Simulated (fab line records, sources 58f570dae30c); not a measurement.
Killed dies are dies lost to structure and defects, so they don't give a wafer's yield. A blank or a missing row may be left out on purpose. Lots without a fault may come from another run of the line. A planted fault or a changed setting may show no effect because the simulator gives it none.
Tool commonality check | flow berkeley_cmos170 | 13 lots, 45 wafers sampled

WHY IT WAS OPENED
At UCB170_NVT_TW_MEAS_09 the reading NVT_TW is flagged on 2 of 13 lots. Wafers without a fault read 523.1, standard deviation 2.6.
Rule: a lot is flagged when every wafer of it that has a number lies more than 4 standard deviations from that mean, or none has a number. The other lots count as sound.

lot  | measured     | on            | NVT_TW, wafer by wafer              | flag
L335 | day 7 01:34  | film_metro-01 | 524.5 522.5 520.4                   |
L334 | day 7 01:41  | film_metro-01 | 525.0 522.4 523.3                   |
L336 | day 7 01:56  | film_metro-02 | 519.9 519.1 518.8                   |
L338 | day 8 13:59  | film_metro-01 | 536.8 543.8 537.3 539.5 537.0 539.3 | FLAGGED
L341 | day 8 14:22  | film_metro-02 | 520.6 523.4 520.3                   |
L340 | day 8 14:32  | film_metro-01 | 539.2 541.9 542.5 539.9 540.2 539.2 | FLAGGED
L348 | day 10 00:01 | film_metro-02 | 524.6 522.4 519.3                   |
L350 | day 10 07:56 | film_metro-02 | 523.7 522.3 519.9                   |
L349 | day 10 08:11 | film_metro-03 | 528.0 526.4 526.2                   |
L353 | day 10 22:59 | film_metro-02 | 522.5 522.7 523.0                   |
L355 | day 10 23:13 | film_metro-01 | 523.7 524.8 523.6                   |
L357 | day 11 20:45 | film_metro-02 | 524.0 523.0 522.3                   |
L356 | day 11 21:02 | film_metro-03 | 525.2 519.9 521.2                   |
The numbers of the flagged lots are 539.7 on average: +16.6 against the usual, or +6 standard deviations.

WHICH TOOL RAN EACH LOT
The record holds 1 process step before the reading, out of a route of 331 steps. In each cell: the tool, then ch and the chambers that the sampled wafers went through, then the start.
lot  | flag    | UCB170_NVT_IMPLANT_07
L335 |         | implanter-03 ch 0, day 7 01:20
L334 |         | implanter-01 ch 0, day 7 01:26
L336 |         | implanter-03 ch 0, day 7 01:42
L338 | FLAGGED | implanter-03 ch 0, day 8 13:44
L341 |         | implanter-01 ch 0, day 8 14:08
L340 | FLAGGED | implanter-03 ch 0, day 8 14:18
L348 |         | implanter-01 ch 0, day 9 23:47
L350 |         | implanter-01 ch 0, day 10 07:42
L349 |         | implanter-01 ch 0, day 10 07:58
L353 |         | implanter-01 ch 0, day 10 22:44
L355 |         | implanter-01 ch 0, day 10 22:59
L357 |         | implanter-01 ch 0, day 11 20:30
L356 |         | implanter-03 ch 0, day 11 20:47
What these steps do:
- UCB170_NVT_IMPLANT_07
- UCB170_NVT_TW_MEAS_09

FLAGGED OVER TOTAL, TOOL BY TOOL (the gauges that took the reading come last)
step                  | tool          | lots run | flagged | share of the flagged lots | sound lots run after its first flagged lot
UCB170_NVT_IMPLANT_07 | implanter-01  | 8        | 0       | none                      | -
UCB170_NVT_IMPLANT_07 | implanter-03  | 5        | 2       | all                       | 1 (L356)
UCB170_NVT_TW_MEAS_09 | film_metro-01 | 5        | 2       | all                       | 1 (L355)
UCB170_NVT_TW_MEAS_09 | film_metro-02 | 6        | 0       | none                      | -
UCB170_NVT_TW_MEAS_09 | film_metro-03 | 2        | 0       | none                      | -

WHAT THE TABLE ALLOWS
2 rows of the table ran every flagged lot: implanter-03 at UCB170_NVT_IMPLANT_07, film_metro-01 at UCB170_NVT_TW_MEAS_09.
- implanter-03 at UCB170_NVT_IMPLANT_07: 2 of its 5 lots flagged. Sound lots ran on it after the first flagged one (L356), which a lasting fault on the whole tool wouldn't allow. Its own readings lie more than 4 standard deviations out on every wafer of the flagged lots: beam_energy_keV.
- film_metro-01 at UCB170_NVT_TW_MEAS_09: 2 of its 5 lots flagged. Sound lots ran on it after the first flagged one (L355), which a lasting fault on the whole tool wouldn't allow.
No row of the table ran every flagged lot and no sound lot after the first.

WHAT THE SIMULATOR HAD PUT IN
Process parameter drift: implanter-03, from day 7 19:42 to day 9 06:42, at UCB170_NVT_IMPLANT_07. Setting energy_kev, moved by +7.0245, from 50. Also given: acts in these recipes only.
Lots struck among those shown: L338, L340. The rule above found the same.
